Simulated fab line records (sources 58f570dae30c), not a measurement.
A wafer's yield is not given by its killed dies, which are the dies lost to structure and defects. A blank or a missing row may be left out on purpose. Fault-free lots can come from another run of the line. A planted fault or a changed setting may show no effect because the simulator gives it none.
Comparing a struck lot with a sound one / flow berkeley cmos170 / 26 steps out of a route of 331
Sound: these wafers, L941.2, L941.4, L941.5. Struck: wafer L949.2 (left out: L949.1, L949.5 of the same lot, which were not struck); the cause appears at the end.
Per side, at each step with rows, come the tool, then ch with its chambers, and then its first start. Under that, the readings that differ: sound wafers / struck wafers / difference of the means / sigmas: that difference in standard deviations of wafers without a fault.
alike: words and numbers the same on both sides, and readings whose means are apart by under 2 such deviations; not compared: readings that were withheld, readings missing a value for some wafer, numbers with overlapping values and no deviation given by the record, and bounds like >300 which may hide the same value.
A row with sigmas, a row that says differs or no value, or rows on one side alone: a step with any of these is where the two part. Non-overlapping numbers with no deviation appear without sigmas and do not part them. A reading missing from all wafers of one side parts the sides only when that side holds two or more wafers.

first, 4 steps without rows for these wafers: UCB170_M2_SOFTBAKE_11 (time 60 s); UCB170_M2_EXPOSE_12 (exposes mask METAL2, target cd 700 nm); UCB170_M2_PEB_13; UCB170_M2_DEVELOP_14 (develop time 42.97 s).
UCB170_M2_CD_MEAS_15 targets a cd of 700 nm.
  sound on cd sem-01 at day 7 07:34; struck on cd sem-02 at day 9 07:06
  alike: cd nm
UCB170_M2_OVL_MEAS_16:
  sound on overlay-02 at day 7 07:40; struck on overlay-02 at day 9 07:13
  alike: M2_OVL
UCB170_M2_ETCH_17: etches BARC in N2/H2.
  sound on rie diel-04 ch 0,1,2, day 7 07:41; struck on rie diel-01 ch 3, day 9 07:16
  alike: chamber pressure mTorr, drypump motor current A, oes product au, throttle valve pct
UCB170_M2_METAL_ETCH_18: etches Al in Cl2/BCl3, stops on SiO2, target depth 1170 nm, time 195 s.
  sound on rie metal-03 ch 0,1, day 7 07:44; struck on rie metal-03 ch 0, day 9 07:18
reading=drypump motor current A (A); sound=5.3 5.3 6.8; struck=6.8; difference=+1.0; sigmas=+2
  alike: chamber pressure mTorr, oes product au, throttle valve pct
  not compared: rf hours counter h
UCB170_M2_STRIP_19: strips in O2.
  sound on plasma asher-01 ch 0,1, day 7 07:55; struck on plasma asher-04 ch 0, day 9 07:29
reading=chamber pressure mTorr (mTorr); sound=3494 3499 3502; struck=3505; difference=+7; sigmas=+2
  alike: drypump motor current A, oes product au
  not compared: rf hours counter h
UCB170_M2_CD_MEAS_90 targets a cd of 700 nm.
  sound on cd sem-01 at day 7 08:02; struck on cd sem-02 at day 9 07:38
  alike: cd nm
UCB170_V2_CVD_00: deposits SiO2 from TEOS/O2, target thk 2000 nm, time 250 s.
  sound on pecvd-03 ch 0,1,2, day 7 08:08; struck on pecvd-02 ch 0, day 9 07:46
  alike: heater power w
UCB170_V2_THK_MEAS_01:
  sound on film metro-03 at day 7 08:19; struck on film metro-04 at day 9 07:55
  alike: V2_TEOS_THK
UCB170_V2_CMP_02: polishes SiO2.
  sound on cmp-02 ch 0,1,2, day 7 08:28; struck on cmp-02 ch 0, day 9 07:59
reading=model.SiO2_of_V2_CVD_00.thk nm (nm); sound=1001 999.9 999.8; struck=1249; difference=+249; sigmas=
  alike: motor current A
UCB170_V2_BOW_MEAS_03:
  sound on film metro-04 at day 7 08:41; struck on film metro-03 at day 9 08:17
  alike: V2_BOW
UCB170_V2_THK_MEAS_04:
  sound on film metro-04 at day 7 08:47; struck on film metro-03 at day 9 08:24
reading=V2_POLISHED_THK (nm); sound=1000.3 999.2 999.6; struck=1249.2; difference=+249.5; sigmas=+99 or more
then, 7 steps without rows for these wafers: UCB170_V2_CLEAN_05 (cleans in DIW); UCB170_V2_HMDS_06 (prime time 60 s); UCB170_V2_COAT_07 (resist thk 900 nm); UCB170_V2_SOFTBAKE_08 (time 60 s); UCB170_V2_EXPOSE_09 (exposes mask VIA2, target cd 700 nm); UCB170_V2_PEB_10; UCB170_V2_DEVELOP_11 (develop time 45 s).
UCB170_V2_CD_MEAS_12 targets a cd of 700 nm.
  sound on cd sem-02 at day 7 10:06; struck on cd sem-02 at day 9 09:50
  alike: cd nm
UCB170_V2_OVL_MEAS_13:
  sound on overlay-01 at day 7 10:12; struck on overlay-01 at day 9 09:58
  alike: V2_OVL
UCB170_V2_ETCH_14: etches SiO2 in CHF3/CF4/Ar, stops on Al, target depth 1250 nm, time 291 s.
  sound on rie diel-01 ch 0,2,3, day 7 10:14; struck on rie diel-04 ch 1, day 9 09:59
reading=oes product au (a.u.); sound=0.875 0.870 0.867; struck=0.959; difference=+0.088; sigmas=+6
reading=model.etch.depth nm (nm); sound=1001 999.9 999.8; struck=1249; difference=+249; sigmas=
reading=model.V2.feature depth nm (nm); sound=1001 1000 999.8; struck=1249; difference=+249; sigmas=
  alike: chamber pressure mTorr, drypump motor current A, throttle valve pct
  not compared: rf hours counter h
UCB170_V2_STRIP_15: strips in O2.
  sound on plasma asher-01 ch 0, day 7 10:25; struck on plasma asher-01 ch 0, day 9 10:10
  alike: chamber pressure mTorr, drypump motor current A, oes product au, strip time to endpoint s
  not compared: rf hours counter h

WHERE THEY PART
At UCB170_M2_METAL_ETCH_18 first; at UCB170_V2_ETCH_14 last (within this record only). Later steps at which nothing parts them and some readings are alike: UCB170_V2_STRIP_15.

WHY: what had been put in by the simulator
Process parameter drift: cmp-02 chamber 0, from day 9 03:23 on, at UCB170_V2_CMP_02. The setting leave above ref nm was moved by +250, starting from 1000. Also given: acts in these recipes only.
